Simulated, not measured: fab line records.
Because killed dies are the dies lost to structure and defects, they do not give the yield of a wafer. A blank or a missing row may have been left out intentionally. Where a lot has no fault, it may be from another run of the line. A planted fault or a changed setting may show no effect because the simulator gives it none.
A struck lot beside a sound one | flow ritCmos | 15 steps out of a route of 202
Sound: these wafers, L581.1, L581.2, L581.4. Struck: wafer L580.2. (L580.4, L580.5 of the same lot were not struck and are left out.) The cause comes at the end.
Per side, at each step with rows, come the tool, then ch with its chambers, and then its first start. Under that, the readings that differ: sound wafers | struck wafers | difference of the means | sigmas: that difference in standard deviations of wafers without a fault.
alike: readings with means less than 2 such deviations apart, plus words and numbers identical on both sides. not compared: withheld readings, readings lacking a value on some wafer, bounds such as >300 that could conceal the same value, and numbers that have no deviation in the record and whose values overlap.
The two part at a step that has a row with sigmas, a row that says differs or no value, or rows on one side only. When numbers do not overlap yet have no deviation, they are printed without sigmas and do not part them. A reading missing from all wafers of one side parts the sides only when that side holds two or more wafers.

RIT_SILICIDE_RTA_06: time 10 s, ramp up 5 s, ramp down 10 s.
  sound on rtpAnneal-01 ch 0, day 8 00:23; struck on rtpAnneal-02 ch 0, day 7 18:08
  alike: wafer_temp_C_max
RIT_CONTACT_CVD_00: deposits SiO2 from TEOS, target thk 400 nm, time 61 s.
  sound on pecvd-04 ch 0,1,2, day 8 00:27; struck on pecvd-01 ch 2, day 7 18:11
  alike: heaterPowerW, susceptorTempC
RIT_CONTACT_THK_MEAS_01:
  sound: filmMetro-02 at day 8 00:30; struck: filmMetro-01 at day 7 18:15
  alike: CONTACT_TEOS_THK
then, 6 steps without rows for these wafers: RIT_CONTACT_HMDS_02 (prime time 60 s); RIT_CONTACT_COAT_03 (resist thk 1000 nm); RIT_CONTACT_SOFTBAKE_04 (time 60 s); RIT_CONTACT_EXPOSE_05 (exposes mask M11, target cd 1000 nm); RIT_CONTACT_PEB_06; RIT_CONTACT_DEVELOP_07 (develop time 120 s).
RIT_CONTACT_CD_MEAS_08 targets a cd of 1000 nm.
  sound: cdSem-02 at day 8 01:32; struck: cdSem-02 at day 7 19:17
  alike: cdNm
RIT_CONTACT_OVL_MEAS_09:
  sound: overlay-02 at day 8 01:39; struck: overlay-02 at day 7 19:23
  alike: CONTACT_OVL
then, 1 step without rows for these wafers: RIT_CONTACT_HARDBAKE_10 (time 60 s).
RIT_CONTACT_ETCH_11: etches SiO2 in CHF3/CF4/Ar, stops on TiSi2, target depth 480 nm, time 320 s.
  sound on rieDiel-04 ch 0,1,2, day 8 01:50; struck on rieDiel-01 ch 3, day 7 19:34
reading                                     | sound             | struck | difference | sigmas
oesProductAu (a.u.)                         | 1.005 0.985 1.007 | 0.971  | -0.028     | -3
overEtchFrac                                | 0.2 0.2 0.2       | 0.7    | +0.5       | 
model.NOVOLAK_of_CONTACT_COAT_03.thkNm (nm) | 771.2 764.2 772.8 | 718.7  | -50.7      | 
  alike: drypumpMotorCurrentA, throttleValvePct
  not compared: rfHoursCounterH
RIT_CONTACT_STRIP_12: strips in O2, time 180 s.
  sound on plasmaAsher-04 ch 0,1, day 8 02:02; struck on plasmaAsher-04 ch 1, day 7 19:46
  alike: drypumpMotorCurrentA
  not compared: rfHoursCounterH
RIT_M1_PROBE_99:
  sound: prober-01 at day 8 06:42; struck: prober-02 at day 8 00:53
reading                                             | sound                | struck | difference | sigmas
model.etest.nmos_0p15.junctionLog10AUm              | -13.54 -13.49 -13.64 | -11.09 | +2.47      | 
model.etest.nmosNarrow.offLog10AUm                  | -13.22 -13.26 -13.18 | -11.08 | +2.14      | 
model.etest.gateEndArray.leakLog10AUm               | -12.77 -12.88 -12.84 | -10.92 | +1.91      | 
model.etest.nmos_0p3.offLog10AUm                    | -12.94 -13.16 -13    | -11.07 | +1.96      | 
model.etest.pmos_0p15.junctionLog10AUm              | -13.71 -14 -13.76    | -12.08 | +1.74      | 
model.etest.contactDiodeArray.leakLog10A (angstrom) | -9.473 -9.355 -9.614 | -7.804 | +1.677     | 
model.etest.pmos_0p3.offLog10AUm                    | -12.92 -12.97 -12.88 | -12.02 | +0.90      | 
model.etest.antennaContact.gateLog10ACm2            | -6.223 -6.487 -6.382 | -4.765 | +1.599     | 
  alike: killedAtContacts, killedAtFrontEnd, killedDies, killedOpen, killedShort

## WHERE THEY PART
Only at RIT_CONTACT_ETCH_11, within this record. Later steps at which nothing parts them and some readings are alike: RIT_CONTACT_STRIP_12, RIT_M1_PROBE_99.

WHY: whatever the simulator had introduced
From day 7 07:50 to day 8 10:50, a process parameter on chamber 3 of rieDiel-01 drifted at RIT_CONTACT_ETCH_11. From 0.2, the setting overEtchFrac moved by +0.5.
